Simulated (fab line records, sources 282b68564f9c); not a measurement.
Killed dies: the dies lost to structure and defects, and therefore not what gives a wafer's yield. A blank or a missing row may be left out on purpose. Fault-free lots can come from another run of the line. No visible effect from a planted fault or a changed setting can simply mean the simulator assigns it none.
fab line records	flow ritCmos
[record] lots = 6	wafers = 18	lastDay = 6
route steps=202 shown SPACER@127 NSD@131 PSD@142 SDANNEAL@153 PLDD@159 M1@202
lots with no fault: from the same line, run without faults
startH: hours from the record's first day to the start of the lot's first wafer shown	waitH: hours from the lot's prior step to this one	" same as the row above	L1.1+2: a row that stands for several wafers	- no value present, or no start provided	* or withheld: withheld	< > ~ a bound
route shown NAME@n: names a module that has steps shown in the file, with the first one's number in the route	usual: mean and standard deviation over wafers with no fault	same: alike in all rows	chamber/n: place in a boat	sites: each site's reading	_std_site: the standard deviation of these	_edge_site: mean of outer sites minus mean of inner sites	radiusMm: how far each site lies from the wafer's centre	mask NAME#n: copy n	behind: the last tool/chamber to shape the wafer	hold: why the lot was held/for how many hours/how that ended	device: whichever transistor did not switch (one of n, p or np)	end of line: tests of these same wafers at the route's end	step lacking rows: just its recipe	killed: dies lost to structure and defects at the first sort, not the wafer's yield	map: a wafer's dies, marking killed ones x, the rest . and places with no die _
set.NAME: the run value of the setting; set.NAME@STEP: its run value at that earlier step	model.NAME: the simulator's own value behind a step, which no gauge read
lots at some steps of the route; a table a step, a row a wafer
services: from which hour (startH, from the record's first day; less than 0 if before it) a tool's chamber was out of use, for how many hours, and why
[[steps]]
[step RIT_SPACER_CLEAN_02]
[recipe] chemistry = SC2	mix = 3:3:50	timeS = 600	tempC = 75	dry = n2Spin
[step RIT_SPACER_CVD_03]
[recipe] material = Si3N4	targetThkNm = 250	tempC = 810	precursor = SiH2Cl2/NH3	timeS = 3300	pressureMtorr = 300	sih2cl2FlowSccm = 58.78	nh3FlowSccm = 150
[step RIT_SPACER_THK_MEAS_04]
[recipe] reads = Si3N4_of_SPACER_CVD_03
[usual] SPACER_NITRIDE_THK = 248.7/2.5
lot.wafer	tool	chamber	startH	waitH	SPACER_NITRIDE_THK[nm]
L760.1	filmMetro-02	-	51.50	0.0	252.1
L760.2	"	-	"	"	254.2
L760.6	"	-	"	"	252.3
L762.3	filmMetro-02	-	61.83	0.0	246.0
L762.5	"	-	"	"	247.2
L762.6	"	-	"	"	246.1
L768.2	filmMetro-02	-	86.67	0.0	250.5
L768.3	"	-	"	"	250.8
L768.6	"	-	"	"	251.7
L770.3	filmMetro-01	-	96.25	0.0	249.2
L770.4	"	-	"	"	249.9
L770.5	"	-	"	"	249.4
L778.2	filmMetro-03	-	135.83	0.0	252.7
L778.4	"	-	"	"	250.1
L778.6	"	-	"	"	251.9
L779.1	filmMetro-01	-	141.16	0.0	246.3
L779.5	"	-	"	"	245.4
L779.6	"	-	"	"	247.8
[step RIT_SPACER_ETCHBACK_05]
[recipe] targetDepthA = 2500	SF6_flow_sccm = 30	CHF3_flow_sccm = 30	target = Si3N4	chemistry = SF6/CHF3	pressureMtorr = 40	rfW = 250	timeS = 240	stopOn = SiO2
[usual] drypumpMotorCurrentA = 5.8/0.48	oesProductAu = 0.837/0.015	throttleValvePct = 10.31/0.093
lot.wafer	tool	chamber	startH	waitH	drypumpMotorCurrentA	oesProductAu	rfHoursCounterH	throttleValvePct
L760.1	rieDiel-03	3	51.56	0.1	5.7	0.823	124	10.34
L760.2	"	0	"	"	5.7	0.852	1	10.26
L760.6	"	3	"	"	5.7	0.812	-	10.34
L762.3	rieDiel-02	2	61.87	0.0	6.3	0.841	49	10.34
L762.5	"	2	"	"	6.3	0.842	-	10.35
L762.6	"	3	"	"	5.7	0.809	-	10.32
L768.2	rieDiel-01	0	86.72	0.0	5.6	0.846	121	10.35
L768.3	"	1	"	"	5.2	0.845	25	10.12
L768.6	"	3	"	"	5.2	0.834	-	10.48
L770.3	rieDiel-03	1	96.29	0.0	6.3	0.841	84	10.32
L770.4	"	0	"	"	5.6	0.839	2	10.25
L770.5	"	3	"	"	5.7	0.814	-	10.35
L778.2	rieDiel-03	3	135.88	0.0	5.7	0.817	125	10.33
L778.4	"	1	"	"	6.3	0.837	85	10.30
L778.6	"	2	"	"	5.5	0.829	-	10.28
L779.1	rieDiel-02	2	141.22	0.1	6.3	0.848	51	10.37
L779.5	"	2	"	"	6.3	0.843	-	10.36
L779.6	"	1	"	"	6.5	0.856	-	10.34
[step RIT_NSD_HMDS_00]
[recipe] primeTimeS = 60	primeTempC = 140
[step RIT_NSD_COAT_01]
[recipe] resist = NOVOLAK	spinRpm = 3250	resistThkNm = 1000
[step RIT_NSD_SOFTBAKE_02]
[recipe] resist = NOVOLAK	tempC = 90	timeS = 60
[step RIT_NSD_EXPOSE_03]
[recipe] maskId = M9	na = 0.57	targetCdNm = 40700	doseMj = 250
[step RIT_NSD_PEB_04]
[recipe] resist = NOVOLAK	tempC = withheld	timeS = withheld
[step RIT_NSD_DEVELOP_05]
[recipe] resist = NOVOLAK	developTimeS = 50	devTempC = 23
[step RIT_NSD_OVL_MEAS_06]
[usual] NSD_OVL = 0.2/1.5
lot.wafer	tool	chamber	startH	waitH	NSD_OVL[nm]
L760.1	overlay-02	-	52.56	-	-0.2
L760.2	"	-	"	"	0.9
L760.6	"	-	"	"	1.7
L762.3	overlay-02	-	63.01	-	1.2
L762.5	"	-	"	"	1.1
L762.6	"	-	"	"	2.9
L768.2	overlay-01	-	87.72	-	0.9
L768.3	"	-	"	"	0.9
L768.6	"	-	"	"	0.9
L770.3	overlay-01	-	97.31	-	0.3
L770.4	"	-	"	"	-0.2
L770.5	"	-	"	"	0.5
L778.2	overlay-02	-	136.89	-	0.5
L778.4	"	-	"	"	0.0
L778.6	"	-	"	"	1.4
L779.1	overlay-02	-	142.41	-	-1.0
L779.5	"	-	"	"	-1.9
L779.6	"	-	"	"	-2.6
[step RIT_NSD_HARDBAKE_07]
[recipe] resist = NOVOLAK	tempC = 140	timeS = 60
[step RIT_NSD_IMPLANT_08]
[recipe] species = P	energyKev = 25	doseCm2 = 1e+15	tiltDeg = 7
[usual] beamEnergyKeV = 25.000/0.0077	doseIonsCm2 = 9.998e+14/9.9e+11
lot.wafer	tool	chamber	startH	waitH	beamEnergyKeV	doseIonsCm2
L760.1	implanter-03	0	52.74	0.1	24.987	9.996e+14
L760.2	"	0	"	"	25.011	9.972e+14
L760.6	"	0	"	"	25.000	9.972e+14
L762.3	implanter-03	0	63.23	0.1	25.002	9.989e+14
L762.5	"	0	"	"	24.985	9.998e+14
L762.6	"	0	"	"	25.000	9.988e+14
L768.2	implanter-03	0	87.93	0.1	24.983	1.0201e+15
L768.3	"	0	"	"	24.995	1.0184e+15
L768.6	"	0	"	"	24.992	1.0172e+15
L770.3	implanter-03	0	97.53	0.1	24.998	1.0194e+15
L770.4	"	0	"	"	25.001	1.0204e+15
L770.5	"	0	"	"	25.009	1.0191e+15
L778.2	implanter-04	0	137.13	0.1	24.993	1.0005e+15
L778.4	"	0	"	"	24.997	9.998e+14
L778.6	"	0	"	"	25.004	9.993e+14
L779.1	implanter-02	0	142.60	0.1	24.991	9.996e+14
L779.5	"	0	"	"	25.001	1.0004e+15
L779.6	"	0	"	"	25.011	1.0002e+15
[step RIT_NSD_STRIP_09]
[recipe] chemistry = O2	timeS = 180	resist = NOVOLAK	platenTempC = withheld	powerW = 500	pressureMtorr = 4000	o2FlowSccm = 4000
[usual] drypumpMotorCurrentA = 5.5/0.39
lot.wafer	tool	chamber	startH	waitH	drypumpMotorCurrentA	rfHoursCounterH
L760.1	plasmaAsher-01	1	52.89	0.1	6.2	40
L760.2	"	0	"	"	5.4	40
L760.6	"	0	"	"	5.4	-
L762.3	plasmaAsher-01	0	63.39	0.1	5.4	-
L762.5	"	1	"	"	6.2	-
L762.6	"	0	"	"	5.4	-
L768.2	plasmaAsher-04	1	88.05	0.1	5.5	30
L768.3	"	0	"	"	4.9	-
L768.6	"	1	"	"	5.5	-
L770.3	plasmaAsher-02	1	97.69	0.1	5.7	-
L770.4	"	0	"	"	5.3	-
L770.5	"	1	"	"	5.7	-
L778.2	plasmaAsher-04	1	137.25	0.1	5.5	36
L778.4	"	1	"	"	5.5	-
L778.6	"	1	"	"	5.5	-
L779.1	plasmaAsher-04	1	142.75	0.1	5.5	36
L779.5	"	0	"	"	4.9	-
L779.6	"	1	"	"	5.5	-
[step RIT_NSD_TW_MEAS_10]
[usual] NSD_TW = 3118/44
lot.wafer	tool	chamber	startH	waitH	NSD_TW
L760.1	filmMetro-03	-	53.07	0.1	3089
L760.2	"	-	"	"	3088
L760.6	"	-	"	"	3057
L762.3	filmMetro-04	-	63.52	0.1	3086
L762.5	"	-	"	"	3098
L762.6	"	-	"	"	3097
L768.2	filmMetro-02	-	88.24	0.1	3198
L768.3	"	-	"	"	3200
L768.6	"	-	"	"	3182
L770.3	filmMetro-02	-	97.82	0.1	3190
L770.4	"	-	"	"	3180
L770.5	"	-	"	"	3201
L778.2	filmMetro-02	-	137.44	0.1	3196
L778.4	"	-	"	"	3207
L778.6	"	-	"	"	3187
L779.1	filmMetro-03	-	142.93	0.1	3086
L779.5	"	-	"	"	3087
L779.6	"	-	"	"	3086
[step RIT_PSD_HMDS_00]
[recipe] primeTimeS = 60	primeTempC = 140
[step RIT_PSD_COAT_01]
[recipe] resist = NOVOLAK	spinRpm = 3250	resistThkNm = 1000
[step RIT_PSD_SOFTBAKE_02]
[recipe] resist = NOVOLAK	tempC = 90	timeS = 60
[step RIT_PSD_EXPOSE_03]
[recipe] maskId = M10	na = 0.57	targetCdNm = 40900	doseMj = 250
[step RIT_PSD_PEB_04]
[recipe] resist = NOVOLAK	tempC = withheld	timeS = withheld
[step RIT_PSD_DEVELOP_05]
[recipe] resist = NOVOLAK	developTimeS = 50	devTempC = 23
[step RIT_PSD_OVL_MEAS_06]
[usual] PSD_OVL = 0.9/1.4
lot.wafer	tool	chamber	startH	waitH	PSD_OVL[nm]
L760.1	overlay-01	-	54.12	-	0.5
L760.2	"	-	"	"	0.6
L760.6	"	-	"	"	0.1
L762.3	overlay-01	-	64.43	-	0.8
L762.5	"	-	"	"	0.8
L762.6	"	-	"	"	0.1
L768.2	overlay-02	-	89.15	-	-0.3
L768.3	"	-	"	"	0.1
L768.6	"	-	"	"	0.4
L770.3	overlay-02	-	98.85	-	-0.3
L770.4	"	-	"	"	1.7
L770.5	"	-	"	"	0.7
L778.2	overlay-01	-	138.47	-	2.9
L778.4	"	-	"	"	2.0
L778.6	"	-	"	"	1.5
L779.1	overlay-02	-	143.96	-	2.0
L779.5	"	-	"	"	1.8
L779.6	"	-	"	"	1.2
[step RIT_PSD_HARDBAKE_07]
[recipe] resist = NOVOLAK	tempC = 140	timeS = 60
[step RIT_PSD_IMPLANT_08]
[recipe] species = BF2	energyKev = 27	doseCm2 = 4.94e+15	tiltDeg = 7
[step RIT_PSD_STRIP_09]
[recipe] chemistry = O2	timeS = 180	resist = NOVOLAK	platenTempC = withheld	powerW = 500	pressureMtorr = 4000	o2FlowSccm = 4000
[usual] drypumpMotorCurrentA = 5.6/0.43
lot.wafer	tool	chamber	startH	waitH	drypumpMotorCurrentA	rfHoursCounterH
L760.1	plasmaAsher-03	0	54.46	0.1	5.8	43
L760.2	"	1	"	"	5.4	43
L760.6	"	0	"	"	5.8	-
L762.3	plasmaAsher-01	1	64.81	0.1	6.2	-
L762.5	"	0	"	"	5.4	-
L762.6	"	1	"	"	6.2	-
L768.2	plasmaAsher-01	0	89.48	0.1	5.4	44
L768.3	"	0	"	"	5.4	-
L768.6	"	0	"	"	5.4	-
L770.3	plasmaAsher-04	1	99.23	0.1	5.5	-
L770.4	"	0	"	"	4.9	-
L770.5	"	0	"	"	4.9	-
L778.2	plasmaAsher-01	0	138.80	0.1	5.4	48
L778.4	"	1	"	"	6.2	-
L778.6	"	0	"	"	5.4	-
L779.1	plasmaAsher-01	0	144.45	0.2	5.4	49
L779.5	"	1	"	"	6.2	-
L779.6	"	0	"	"	5.4	-
[step RIT_PSD_TW_MEAS_10]
[usual] PSD_TW = 3417/48
lot.wafer	tool	chamber	startH	waitH	PSD_TW
L760.1	filmMetro-04	-	54.63	0.1	3379
L760.2	"	-	"	"	3389
L760.6	"	-	"	"	3396
L762.3	filmMetro-04	-	64.95	0.1	3406
L762.5	"	-	"	"	3390
L762.6	"	-	"	"	3396
L768.2	filmMetro-03	-	89.66	0.1	3396
L768.3	"	-	"	"	3401
L768.6	"	-	"	"	3403
L770.3	filmMetro-04	-	99.37	0.1	3406
L770.4	"	-	"	"	3396
L770.5	"	-	"	"	3394
L778.2	filmMetro-02	-	138.98	0.1	3475
L778.4	"	-	"	"	3487
L778.6	"	-	"	"	3502
L779.1	filmMetro-03	-	144.62	0.1	3379
L779.5	"	-	"	"	3386
L779.6	"	-	"	"	3391
[step RIT_SDANNEAL_CLEAN_00]
[recipe] chemistry = SC1	mix = 3:3:50	timeS = 600	tempC = 75
[step RIT_SDANNEAL_CLEAN_01]
[recipe] chemistry = dHF	dilution = 50:1	timeS = 30
[step RIT_SDANNEAL_CLEAN_02]
[recipe] chemistry = SC2	mix = 3:3:50	timeS = 600	tempC = 75	dry = n2Spin
[step RIT_SDANNEAL_RTA_03]
[recipe] tempC = 1050	timeS = 5	idleTempC = 600	rampUpCPerS = 342	rampDownCPerS = 171	coolToC = 600	ambient = N2
[usual] wafer_temp_C_max = 1053.5/1.1
lot.wafer	tool	chamber	startH	waitH	wafer_temp_C_max
L760.1	rtpAnneal-02	0	55.09	0.0	1053.5
L760.2	"	0	"	"	1052.9
L760.6	"	0	"	"	1053.0
L762.3	rtpAnneal-02	0	65.39	0.0	1055.4
L762.5	"	0	"	"	1053.9
L762.6	"	0	"	"	1052.2
L768.2	rtpAnneal-02	0	90.09	0.0	1051.7
L768.3	"	0	"	"	1052.0
L768.6	"	0	"	"	1052.3
L770.3	rtpAnneal-02	0	99.80	0.0	1052.8
L770.4	"	0	"	"	1054.7
L770.5	"	0	"	"	1053.1
L778.2	rtpAnneal-02	0	139.41	0.0	1054.5
L778.4	"	0	"	"	1050.9
L778.6	"	0	"	"	1053.6
L779.1	rtpAnneal-01	0	145.05	0.0	1053.0
L779.5	"	0	"	"	1054.0
L779.6	"	0	"	"	1055.2
[step RIT_SDANNEAL_RS_MEAS_04]
[recipe] thkMeasGauge = four-point-probe
[usual] PSD_RS = 116.0/0.35
lot.wafer	tool	chamber	startH	waitH	PSD_RS[ohm/sq]
L760.1	filmMetro-02	-	55.15	0.0	116.5
L760.2	"	-	"	"	116.5
L760.6	"	-	"	"	116.0
L762.3	filmMetro-02	-	65.47	0.1	116.4
L762.5	"	-	"	"	116.9
L762.6	"	-	"	"	116.7
L768.2	filmMetro-03	-	90.16	0.1	115.7
L768.3	"	-	"	"	116.0
L768.6	"	-	"	"	116.1
L770.3	filmMetro-03	-	99.88	0.1	115.2
L770.4	"	-	"	"	115.4
L770.5	"	-	"	"	115.6
L778.2	filmMetro-04	-	139.48	0.1	116.4
L778.4	"	-	"	"	116.4
L778.6	"	-	"	"	116.3
L779.1	filmMetro-03	-	145.11	0.0	116.3
L779.5	"	-	"	"	116.2
L779.6	"	-	"	"	116.5
[step RIT_SDANNEAL_RS_MEAS_05]
[recipe] thkMeasGauge = four-point-probe
[usual] NSD_RS = 84.49/0.29
lot.wafer	tool	chamber	startH	waitH	NSD_RS[ohm/sq]
L760.1	filmMetro-02	-	55.27	0.1	84.52
L760.2	"	-	"	"	85.00
L760.6	"	-	"	"	84.79
L762.3	filmMetro-02	-	65.59	0.1	84.42
L762.5	"	-	"	"	84.35
L762.6	"	-	"	"	84.27
L768.2	filmMetro-03	-	90.28	0.1	82.87
L768.3	"	-	"	"	83.34
L768.6	"	-	"	"	83.62
L770.3	filmMetro-03	-	100.00	0.1	82.83
L770.4	"	-	"	"	82.68
L770.5	"	-	"	"	82.91
L778.2	filmMetro-04	-	139.60	0.1	84.73
L778.4	"	-	"	"	84.64
L778.6	"	-	"	"	84.66
L779.1	filmMetro-03	-	145.23	0.1	84.45
L779.5	"	-	"	"	84.39
L779.6	"	-	"	"	84.30
[step RIT_SDANNEAL_RS_MEAS_06]
[recipe] thkMeasGauge = four-point-probe
[usual] PLDD_RS = 178.4/0.45
lot.wafer	tool	chamber	startH	waitH	PLDD_RS[ohm/sq]
L760.1	filmMetro-02	-	55.39	0.1	178.3
L760.2	"	-	"	"	178.2
L760.6	"	-	"	"	178.2
L762.3	filmMetro-02	-	65.71	0.1	179.1
L762.5	"	-	"	"	178.5
L762.6	"	-	"	"	178.9
L768.2	filmMetro-03	-	90.40	0.1	178.4
L768.3	"	-	"	"	178.2
L768.6	"	-	"	"	177.9
L770.3	filmMetro-03	-	100.12	0.1	177.7
L770.4	"	-	"	"	177.2
L770.5	"	-	"	"	177.7
L778.2	filmMetro-04	-	139.72	0.1	179.0
L778.4	"	-	"	"	178.9
L778.6	"	-	"	"	179.1
L779.1	filmMetro-03	-	145.35	0.1	178.7
L779.5	"	-	"	"	178.7
L779.6	"	-	"	"	179.4
[step RIT_M1_PROBE_99]
[usual] killedAtFrontEnd = 7.1/2.8	killedDies = 7.2/2.8	killedOpen = 3.6/2.1	killedShort = 3.6/1.9
[same] grossDies = 264	killed_at_M0_to_M3 = 0	killed_at_M4_up = 0	killedAtBackSide = 0	killedAtContacts = 0	killedAtOther = 0
lot.wafer	tool	chamber	startH	waitH	killedAtFrontEnd	killedDies	killedOpen	killedShort
L760.1	prober-01	-	62.70	0.1	4	4	4	0
L760.2	prober-01	-	62.75	0.1	5	5	2	3
L760.6	prober-01	-	62.95	0.2	6	6	2	4
L762.3	prober-01	-	72.95	0.2	6	6	1	5
L762.5	prober-01	-	73.05	0.2	4	4	4	0
L762.6	prober-01	-	73.10	0.2	10	10	4	6
L768.2	prober-01	-	97.84	0.1	3	3	1	2
L768.3	prober-01	-	97.89	0.2	6	6	3	3
L768.6	prober-01	-	98.04	0.2	9	9	4	5
L770.3	prober-02	-	107.46	0.2	10	10	8	2
L770.4	prober-02	-	107.51	0.2	6	6	3	3
L770.5	prober-02	-	107.56	0.2	4	4	2	2
L778.2	prober-02	-	146.80	0.1	6	6	4	2
L778.4	prober-02	-	146.90	0.2	6	6	2	4
L778.6	prober-02	-	147.00	0.2	13	13	8	5
L779.1	prober-01	-	153.02	0.1	10	10	3	7
L779.5	prober-01	-	153.22	0.2	5	5	0	5
L779.6	prober-01	-	153.27	0.2	7	7	4	3
// killed by level:class
L760.1 FOX1:geometricParticle:open=2 GATE:geometricParticle:open=1 SILICIDE:geometricParticle:open=1
L760.2 GATE:geometricParticle:short=2 FOX1:geometricParticle:short=1 GATE:geometricParticle:open=1 SPACER:geometricParticle:open=1
L760.6 GATE:geometricParticle:short=3 GATE:geometricParticle:open=1 SILICIDE:geometricParticle:open=1 SILICIDE:geometricParticle:short=1
L762.3 FOX1:geometricParticle:short=2 GATE:geometricParticle:short=2 FOX1:geometricParticle:open=1 REOX:geometricParticle:short=1
L762.5 FOX1:geometricParticle:open=2 GATE:geometricParticle:open=1 SPACER:geometricParticle:open=1
L762.6 GATE:geometricParticle:open=3 REOX:geometricParticle:short=2 SILICIDE:geometricParticle:short=2 GATE:geometricParticle:short=1 REOX:geometricParticle:open=1 SPACER:geometricParticle:short=1
L768.2 SILICIDE:geometricParticle:short=2 FOX2:geometricParticle:open=1
L768.3 FOX1:geometricParticle:short=1 FOX2:geometricParticle:short=1 FOX2:geometricParticle:open=1 GATE:geometricParticle:open=1 SPACER:geometricParticle:open=1 SILICIDE:geometricParticle:short=1
L768.6 GATE:geometricParticle:open=3 FOX2:geometricParticle:short=2 GATE:geometricParticle:short=2 REOX:geometricParticle:open=1 SILICIDE:geometricParticle:short=1
L770.3 FOX1:geometricParticle:open=2 GATE:geometricParticle:open=2 REOX:geometricParticle:open=2 SILICIDE:geometricParticle:open=2 FOX1:geometricParticle:short=1 SILICIDE:geometricParticle:short=1
L770.4 FOX1:geometricParticle:open=2 REOX:geometricParticle:short=2 FOX1:geometricParticle:short=1 REOX:geometricParticle:open=1
L770.5 GATE:geometricParticle:open=2 FOX1:geometricParticle:short=1 GATE:geometricParticle:short=1
L778.2 SPACER:geometricParticle:open=2 FOX1:geometricParticle:short=1 FOX2:geometricParticle:short=1 GATE:geometricParticle:open=1 REOX:geometricParticle:open=1
L778.4 FOX1:geometricParticle:short=1 FOX1:geometricParticle:open=1 FOX2:geometricParticle:short=1 GATE:geometricParticle:short=1 GATE:geometricParticle:open=1 SILICIDE:geometricParticle:short=1
L778.6 FOX1:geometricParticle:open=3 GATE:geometricParticle:open=2 FOX2:geometricParticle:short=2 SILICIDE:geometricParticle:open=2 FOX1:geometricParticle:short=1 GATE:geometricParticle:short=1 SPACER:geometricParticle:open=1 SILICIDE:geometricParticle:short=1
L779.1 GATE:geometricParticle:short=7 GATE:geometricParticle:open=2 SPACER:geometricParticle:open=1
L779.5 FOX2:geometricParticle:short=2 GATE:geometricParticle:short=2 REOX:geometricParticle:short=1
L779.6 GATE:geometricParticle:open=2 SPACER:geometricParticle:short=2 FOX2:geometricParticle:open=1 REOX:geometricParticle:short=1 SPACER:geometricParticle:open=1
[[services]]
tool	chamber	startH	hours	kind
implanter-04	-	36.05	80.3	repair
plasmaAsher-04	-	38.69	1.9	repair
rieDiel-01	-	49.81	14.6	pm
plasmaAsher-04	-	55.52	12.9	repair
plasmaAsher-01	-	61.46	1.8	repair
rieDiel-02	3	86.45	1.7	repair
implanter-04	-	95.03	3.4	repair
rieDiel-02	3	96.32	2.8	repair
plasmaAsher-03	-	96.68	6.2	repair
rieDiel-03	0	99.66	7.5	repair
plasmaAsher-02	-	108.75	9.0	pm
plasmaAsher-02	0	108.75	9.0	ventCycle
plasmaAsher-02	1	108.75	9.0	ventCycle
implanter-04	-	111.67	1.7	repair
implanter-04	-	116.35	11.3	pm
plasmaAsher-02	0	117.75	-	clean
rieDiel-01	3	118.27	4.3	repair
rieDiel-02	0	120.36	8.5	repair
implanter-03	-	123.77	4.4	pm
implanter-03	-	124.83	2.8	repair
implanter-04	-	127.63	4.0	pm
plasmaAsher-01	-	128.92	8.7	repair
implanter-04	-	131.66	2.2	pm
implanter-03	-	145.00	1.8	repair
[[key]]
[firstSign] step = RIT_NSD_IMPLANT_08	reading = doseIonsCm2	direction = up	sigmas = 19	usual = 9.998e+14	struck = 1.0191e+15
[effect] step = RIT_SDANNEAL_RS_MEAS_05	reading = NSD_RS	direction = down	sigmas = 5	usual = 84.49	struck = 83.04
metAt RIT_NSD_IMPLANT_08
struckWafers L768.2,L768.3,L768.6,L770.3,L770.4,L770.5
testerLeftOut L768,L770
onsetBetween 63.23 87.93
[fault] kind = processParameterDrift	tool = implanter-03	chamber = -	onsetH = 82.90	steps = RIT_NSD_IMPLANT_08	channel = doseCm2	offset = 1.9729e+13	shape = step	endH = 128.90	actsIn = theseRecipesOnly	stated = 1e+15
// testerLeftOut: of these lots the tester's yield and bins aren't shown, on N5 and GAA mostly nor the transistor test; their killed dies are dies lost to structure and defects alone, not to doping, threshold or leakage, so they don't give the yield
